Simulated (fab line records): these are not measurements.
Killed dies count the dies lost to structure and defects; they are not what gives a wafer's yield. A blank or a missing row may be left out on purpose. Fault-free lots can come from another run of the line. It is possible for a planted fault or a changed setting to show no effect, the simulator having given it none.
Which tool is to blame? || flow berkeleyCmos170 || 32 wafers from 11 lots sampled at 4 of the route's 331 steps

## WHAT EACH GAUGE READ, for each wafer
UCB170_V2_CD_MEAS_12 targets a cd of 700 nm.
{"lot": "L860", "measured": "day 8 14:08", "on": "cdSem-01", "cdNm (nm)": "697.7 699.5 699.0"}
{"lot": "L862", "measured": "day 9 00:52", "on": "cdSem-01", "cdNm (nm)": "697.5 698.2 697.9"}
{"lot": "L861", "measured": "day 9 01:35", "on": "cdSem-01", "cdNm (nm)": "699.4 696.7 698.3"}
{"lot": "L864", "measured": "day 9 01:43", "on": "cdSem-01", "cdNm (nm)": "700.1 699.0 699.3"}
{"lot": "L863", "measured": "day 9 01:53", "on": "cdSem-02", "cdNm (nm)": "698.0 699.3 698.9"}
{"lot": "L866", "measured": "day 9 13:13", "on": "cdSem-01", "cdNm (nm)": "700.2 700.9 700.3"}
{"lot": "L865", "measured": "day 9 16:04", "on": "cdSem-01", "cdNm (nm)": "702.3 702.2 702.8"}
{"lot": "L867", "measured": "day 9 22:22", "on": "cdSem-02", "cdNm (nm)": "698.0 697.1 696.3"}
{"lot": "L868", "measured": "day 10 01:43", "on": "cdSem-01", "cdNm (nm)": "701.2 701.0 699.4"}
{"lot": "L870", "measured": "day 10 17:26", "on": "cdSem-01", "cdNm (nm)": "705.8 706.9"}
{"lot": "L880", "measured": "day 12 10:16", "on": "cdSem-01", "cdNm (nm)": "699.7 699.9 698.8"}

## WHICH TOOL RAN EACH LOT (tool, then ch and the chambers of the sampled wafers, then the start)
{"lot": "L860", "UCB170_V1_CVD_00": "pecvd-02 ch 1,2, day 8 02:16", "UCB170_M2_METAL_ETCH_18": "rieMetal-04 ch 0,1, day 8 11:19", "UCB170_V2_EXPOSE_09": "krfScanner-01 ch 0, day 8 13:35"}
{"lot": "L862", "UCB170_V1_CVD_00": "pecvd-02 ch 1,2, day 8 14:13", "UCB170_M2_METAL_ETCH_18": "rieMetal-01 ch 0,1, day 8 22:44", "UCB170_V2_EXPOSE_09": "krfScanner-01 ch 0, day 9 00:28"}
{"lot": "L861", "UCB170_V1_CVD_00": "pecvd-04 ch 0,1, day 8 15:28", "UCB170_M2_METAL_ETCH_18": "rieMetal-02 ch 1, day 8 23:01", "UCB170_V2_EXPOSE_09": "krfScanner-02 ch 0, day 9 01:04"}
{"lot": "L864", "UCB170_V1_CVD_00": "pecvd-01 ch 0,1, day 8 16:48", "UCB170_M2_METAL_ETCH_18": "rieMetal-04 ch 0,1, day 8 23:19", "UCB170_V2_EXPOSE_09": "krfScanner-01 ch 0, day 9 01:19"}
{"lot": "L863", "UCB170_V1_CVD_00": "pecvd-02 ch 1,2, day 8 18:08", "UCB170_M2_METAL_ETCH_18": "rieMetal-01 ch 0,1, day 8 23:37", "UCB170_V2_EXPOSE_09": "krfScanner-01 ch 0, day 9 01:27"}
{"lot": "L866", "UCB170_V1_CVD_00": "pecvd-04 ch 0,1,2, day 9 06:34", "UCB170_M2_METAL_ETCH_18": "rieMetal-02 ch 0,1, day 9 11:05", "UCB170_V2_EXPOSE_09": "krfScanner-01 ch 0, day 9 12:50"}
{"lot": "L865", "UCB170_V1_CVD_00": "pecvd-02 ch 0,2, day 9 07:54", "UCB170_M2_METAL_ETCH_18": "rieMetal-01 ch 0,1, day 9 12:40", "UCB170_V2_EXPOSE_09": "krfScanner-01 ch 0, day 9 14:37"}
{"lot": "L867", "UCB170_V1_CVD_00": "pecvd-02 ch 1,2, day 9 11:49", "UCB170_M2_METAL_ETCH_18": "rieMetal-04 ch 0,1, day 9 18:28", "UCB170_V2_EXPOSE_09": "krfScanner-02 ch 0, day 9 21:19"}
{"lot": "L868", "UCB170_V1_CVD_00": "pecvd-04 ch 0,1,2, day 9 13:09", "UCB170_M2_METAL_ETCH_18": "rieMetal-01 ch 1, day 9 22:44", "UCB170_V2_EXPOSE_09": "krfScanner-02 ch 0, day 10 00:53"}
{"lot": "L870", "UCB170_V1_CVD_00": "pecvd-04 ch 0,2, day 10 09:55", "UCB170_M2_METAL_ETCH_18": "rieMetal-04 ch 0,1, day 10 14:53", "UCB170_V2_EXPOSE_09": "krfScanner-01 ch 0, day 10 17:01"}
{"lot": "L880", "UCB170_V1_CVD_00": "pecvd-01 ch 0,1,2, day 12 01:05", "UCB170_M2_METAL_ETCH_18": "rieMetal-02 ch 0,1, day 12 07:55", "UCB170_V2_EXPOSE_09": "krfScanner-02 ch 0, day 12 09:50"}
- UCB170_V1_CVD_00: deposits SiO2 from TEOS/O2, target thk 2000 nm, time 250 s.
- UCB170_M2_METAL_ETCH_18: etches Al in Cl2/BCl3, stops on SiO2, target depth 1170 nm, time 195 s.
- UCB170_V2_EXPOSE_09: exposes mask VIA2, target cd 700 nm.

## THE ANSWER, worked out from the rows above alone
Rule: what is usual is taken from the lots themselves. Put in order of their means at a reading, lots are off if they are a third of the lots or fewer, leave a main group of 4 or more, and stand apart from it by a gap of 3 or more times the standard deviation of the main group's means; of several such gaps the widest counts. Not used: any main group whose means are identical at the precision the tables above print for the reading. A lot without any number at a reading at which 4 lots or more have one is off too. Where the step has rows for the other lots, those lots are counted as sound.
None of the lots is off at any reading shown; this tells nothing.

## WHAT WAS PUT IN BY THE SIMULATOR
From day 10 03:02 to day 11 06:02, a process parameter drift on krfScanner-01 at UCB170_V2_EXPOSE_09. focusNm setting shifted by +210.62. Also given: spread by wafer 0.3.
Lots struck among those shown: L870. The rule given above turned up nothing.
